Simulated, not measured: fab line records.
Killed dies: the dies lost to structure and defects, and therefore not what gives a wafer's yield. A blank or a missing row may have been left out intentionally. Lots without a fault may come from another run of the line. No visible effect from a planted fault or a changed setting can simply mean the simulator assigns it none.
What tool caused it? || flow berkeleyCmos170 || 15 lots with 45 wafers sampled at 4 steps, on a route of 331 steps

## WHAT EACH GAUGE READ, for each wafer
UCB170_PWELL_OVL_MEAS_13.
{"lot": "L973", "measured": "day 3 09:42", "on": "overlay-02", "PWELL_OVL (nm)": "-8 -1 1"}
{"lot": "L974", "measured": "day 3 12:59", "on": "overlay-02", "PWELL_OVL (nm)": "1 -3 -3"}
{"lot": "L976", "measured": "day 3 19:47", "on": "overlay-01", "PWELL_OVL (nm)": "5 -3 -4"}
{"lot": "L975", "measured": "day 3 19:58", "on": "overlay-02", "PWELL_OVL (nm)": "0 -6 -2"}
{"lot": "L977", "measured": "day 4 06:35", "on": "overlay-01", "PWELL_OVL (nm)": "0 -14 -6"}
{"lot": "L979", "measured": "day 4 13:54", "on": "overlay-02", "PWELL_OVL (nm)": "4 0 3"}
{"lot": "L980", "measured": "day 4 21:35", "on": "overlay-02", "PWELL_OVL (nm)": "5 -6 -1"}
{"lot": "L981", "measured": "day 5 03:13", "on": "overlay-02", "PWELL_OVL (nm)": "1 8 -5"}
{"lot": "L983", "measured": "day 5 10:05", "on": "overlay-01", "PWELL_OVL (nm)": "1 -10 2"}
{"lot": "L985", "measured": "day 5 17:31", "on": "overlay-01", "PWELL_OVL (nm)": "-9 0 -1"}
{"lot": "L987", "measured": "day 6 05:07", "on": "overlay-01", "PWELL_OVL (nm)": "-4 -4 -2"}
{"lot": "L986", "measured": "day 6 05:24", "on": "overlay-01", "PWELL_OVL (nm)": "-4 -9 -4"}
{"lot": "L992", "measured": "day 7 08:40", "on": "overlay-01", "PWELL_OVL (nm)": "-2 -6 -2"}
{"lot": "L993", "measured": "day 7 10:02", "on": "overlay-01", "PWELL_OVL (nm)": "0 5 -4"}
{"lot": "L995", "measured": "day 7 17:17", "on": "overlay-01", "PWELL_OVL (nm)": "-2 -4 -9"}

UCB170_WELLDRIVE_THK_MEAS_02.
{"lot": "L973", "measured": "day 3 20:23", "on": "filmMetro-02", "WELLDRIVE_OXIDE_THK (nm)": "199 201 201"}
{"lot": "L974", "measured": "day 4 02:29", "on": "filmMetro-03", "WELLDRIVE_OXIDE_THK (nm)": "198 202 201"}
{"lot": "L976", "measured": "day 4 09:24", "on": "filmMetro-02", "WELLDRIVE_OXIDE_THK (nm)": "203 204 206"}
{"lot": "L975", "measured": "day 4 09:25", "on": "filmMetro-03", "WELLDRIVE_OXIDE_THK (nm)": "200 200 201"}
{"lot": "L977", "measured": "day 4 17:17", "on": "filmMetro-02", "WELLDRIVE_OXIDE_THK (nm)": "197 198 198"}
{"lot": "L979", "measured": "day 5 03:17", "on": "filmMetro-02", "WELLDRIVE_OXIDE_THK (nm)": "197 198 195"}
{"lot": "L980", "measured": "day 5 10:39", "on": "filmMetro-02", "WELLDRIVE_OXIDE_THK (nm)": "197 199 196"}
{"lot": "L981", "measured": "day 5 15:05", "on": "filmMetro-03", "WELLDRIVE_OXIDE_THK (nm)": "200 201 195"}
{"lot": "L983", "measured": "day 6 01:10", "on": "filmMetro-02", "WELLDRIVE_OXIDE_THK (nm)": "196 193 197"}
{"lot": "L985", "measured": "day 6 07:28", "on": "filmMetro-03", "WELLDRIVE_OXIDE_THK (nm)": "198 198 201"}
{"lot": "L987", "measured": "day 6 19:28", "on": "filmMetro-03", "WELLDRIVE_OXIDE_THK (nm)": "198 200 200"}
{"lot": "L986", "measured": "day 6 19:28", "on": "filmMetro-01", "WELLDRIVE_OXIDE_THK (nm)": "209 204 206"}
{"lot": "L992", "measured": "day 7 18:36", "on": "filmMetro-02", "WELLDRIVE_OXIDE_THK (nm)": "198 201 202"}
{"lot": "L993", "measured": "day 7 23:26", "on": "filmMetro-01", "WELLDRIVE_OXIDE_THK (nm)": "200 202 205"}
{"lot": "L995", "measured": "day 8 03:42", "on": "filmMetro-02", "WELLDRIVE_OXIDE_THK (nm)": "200 197 198"}

UCB170_GATE_CD_MEAS_12: the cd target is 350 nm.
{"lot": "L973", "measured": "day 6 12:29", "on": "cdSem-02", "cdNm (nm)": "349.3 347.9 348.4"}
{"lot": "L974", "measured": "day 6 15:17", "on": "cdSem-01", "cdNm (nm)": "351.0 353.1 353.2"}
{"lot": "L976", "measured": "day 6 14:59", "on": "cdSem-01", "cdNm (nm)": "350.2 350.4 350.0"}
{"lot": "L975", "measured": "day 6 16:59", "on": "cdSem-02", "cdNm (nm)": "347.9 349.6 349.0"}
{"lot": "L977", "measured": "day 7 18:44", "on": "cdSem-02", "cdNm (nm)": "350.4 351.1 350.2"}
{"lot": "L979", "measured": "day 7 17:35", "on": "cdSem-02", "cdNm (nm)": "350.0 350.5 349.8"}
{"lot": "L980", "measured": "day 7 18:29", "on": "cdSem-01", "cdNm (nm)": "350.9 352.1 350.3"}
{"lot": "L981", "measured": "day 8 13:43", "on": "cdSem-02", "cdNm (nm)": "348.5 349.4 348.9"}
{"lot": "L983", "measured": "day 8 13:59", "on": "cdSem-01", "cdNm (nm)": "349.8 349.9 350.5"}
{"lot": "L985", "measured": "day 9 05:44", "on": "cdSem-02", "cdNm (nm)": "356.2 356.6 355.8"}
{"lot": "L987", "measured": "day 9 05:29", "on": "cdSem-01", "cdNm (nm)": "355.7 356.8 356.2"}
{"lot": "L986", "measured": "day 9 05:04", "on": "cdSem-02", "cdNm (nm)": "351.2 350.8 351.1"}
{"lot": "L992", "measured": "day 10 00:06", "on": "cdSem-01", "cdNm (nm)": "354.8 355.6 356.5"}
{"lot": "L993", "measured": "day 10 16:50", "on": "cdSem-02", "cdNm (nm)": "348.7 348.0 348.7"}
{"lot": "L995", "measured": "day 10 18:37", "on": "cdSem-01", "cdNm (nm)": "351.3 351.0 352.0"}

## WHICH TOOL RAN EACH LOT (tool, then ch and the chambers of the sampled wafers, then the start)
{"lot": "L973", "UCB170_GATE_PEB_10": "lithoTrack-03 ch 0, day 6 12:13"}
{"lot": "L974", "UCB170_GATE_PEB_10": "lithoTrack-04 ch 0, day 6 15:01"}
{"lot": "L976", "UCB170_GATE_PEB_10": "lithoTrack-04 ch 0, day 6 14:43"}
{"lot": "L975", "UCB170_GATE_PEB_10": "lithoTrack-04 ch 0, day 6 16:43"}
{"lot": "L977", "UCB170_GATE_PEB_10": "lithoTrack-04 ch 0, day 7 18:28"}
{"lot": "L979", "UCB170_GATE_PEB_10": "lithoTrack-03 ch 0, day 7 17:19"}
{"lot": "L980", "UCB170_GATE_PEB_10": "lithoTrack-03 ch 0, day 7 18:13"}
{"lot": "L981", "UCB170_GATE_PEB_10": "lithoTrack-04 ch 0, day 8 13:26"}
{"lot": "L983", "UCB170_GATE_PEB_10": "lithoTrack-04 ch 0, day 8 13:43"}
{"lot": "L985", "UCB170_GATE_PEB_10": "lithoTrack-04 ch 0, day 9 05:28"}
{"lot": "L987", "UCB170_GATE_PEB_10": "lithoTrack-04 ch 0, day 9 05:13"}
{"lot": "L986", "UCB170_GATE_PEB_10": "lithoTrack-03 ch 0, day 9 04:48"}
{"lot": "L992", "UCB170_GATE_PEB_10": "lithoTrack-04 ch 0, day 9 23:50"}
{"lot": "L993", "UCB170_GATE_PEB_10": "lithoTrack-03 ch 0, day 10 16:34"}
{"lot": "L995", "UCB170_GATE_PEB_10": "lithoTrack-03 ch 0, day 10 18:20"}
- UCB170_GATE_PEB_10

## WHAT THE TOOLS THEMSELVES READ (means of the sampled wafers that have a number; where no wafer has one, the mark that the record gives instead)
UCB170_GATE_PEB_10.
{"lot": "L973", "tool": "lithoTrack-03", "heaterPowerTotalW (W)": 56.75, "resistLineTempC (C)": 23.07}
{"lot": "L974", "tool": "lithoTrack-04", "heaterPowerTotalW (W)": 56.82, "resistLineTempC (C)": 22.99}
{"lot": "L976", "tool": "lithoTrack-04", "heaterPowerTotalW (W)": 56.83, "resistLineTempC (C)": 23.05}
{"lot": "L975", "tool": "lithoTrack-04", "heaterPowerTotalW (W)": 56.84, "resistLineTempC (C)": 23.06}
{"lot": "L977", "tool": "lithoTrack-04", "heaterPowerTotalW (W)": 56.81, "resistLineTempC (C)": 22.88}
{"lot": "L979", "tool": "lithoTrack-03", "heaterPowerTotalW (W)": 56.83, "resistLineTempC (C)": 22.99}
{"lot": "L980", "tool": "lithoTrack-03", "heaterPowerTotalW (W)": 56.82, "resistLineTempC (C)": 23.10}
{"lot": "L981", "tool": "lithoTrack-04", "heaterPowerTotalW (W)": 56.79, "resistLineTempC (C)": 23.05}
{"lot": "L983", "tool": "lithoTrack-04", "heaterPowerTotalW (W)": 56.81, "resistLineTempC (C)": 22.88}
{"lot": "L985", "tool": "lithoTrack-04", "heaterPowerTotalW (W)": 58.29, "resistLineTempC (C)": 23.10}
{"lot": "L987", "tool": "lithoTrack-04", "heaterPowerTotalW (W)": 58.30, "resistLineTempC (C)": 22.97}
{"lot": "L986", "tool": "lithoTrack-03", "heaterPowerTotalW (W)": 56.82, "resistLineTempC (C)": 23.02}
{"lot": "L992", "tool": "lithoTrack-04", "heaterPowerTotalW (W)": 58.26, "resistLineTempC (C)": 23.00}
{"lot": "L993", "tool": "lithoTrack-03", "heaterPowerTotalW (W)": 56.72, "resistLineTempC (C)": 23.03}
{"lot": "L995", "tool": "lithoTrack-03", "heaterPowerTotalW (W)": 56.79, "resistLineTempC (C)": 22.98}

## THE ANSWER, worked out from the rows above alone
Rule: what is usual is taken from the lots themselves. Put in order of their means at a reading, lots are off if they are a third of the lots or fewer, leave a main group of 4 or more, and stand apart from it by a gap of 3 or more times the standard deviation of the main group's means; of several such gaps the widest counts. The tables above print the reading to a certain number of digits; a main group whose means all agree to those digits is not used. A lot without any number at a reading at which 4 lots or more have one is off too. All remaining lots with rows at the step are treated as sound. First the gauges in route order, then the tools' own readings, where a lot's mean is used as printed above. At the first step where some lot is off, the reading lying furthest off is the one used; lots without a number count as furthest.
Off: L985, L987, L992, at UCB170_GATE_PEB_10 (heaterPowerTotalW). Main group: mean 56.80 W, sd 0.034.
A tool fits if, at that step or a process step before it, it ran every lot that is off, and no sound lot after the first of them. One fits: UCB170_GATE_PEB_10 on lithoTrack-04. Its last sound lot is L983 (day 8 13:43), its first lot that is off L987 (day 9 05:13): a fault that began between those two fits.
The tool's own readings at UCB170_GATE_PEB_10 bear it out: on the lots that are off they differ by more than 5 times the standard deviation of the sound lots' means. heaterPowerTotalW reads 58.28 W there against 56.80 W on the sound lots.

## WHAT WAS PUT IN BY THE SIMULATOR
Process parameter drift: lithoTrack-04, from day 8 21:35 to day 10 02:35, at UCB170_GATE_PEB_10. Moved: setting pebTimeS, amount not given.
Lots struck among those shown: L985, L987, L992. This agrees with what the rule above found.
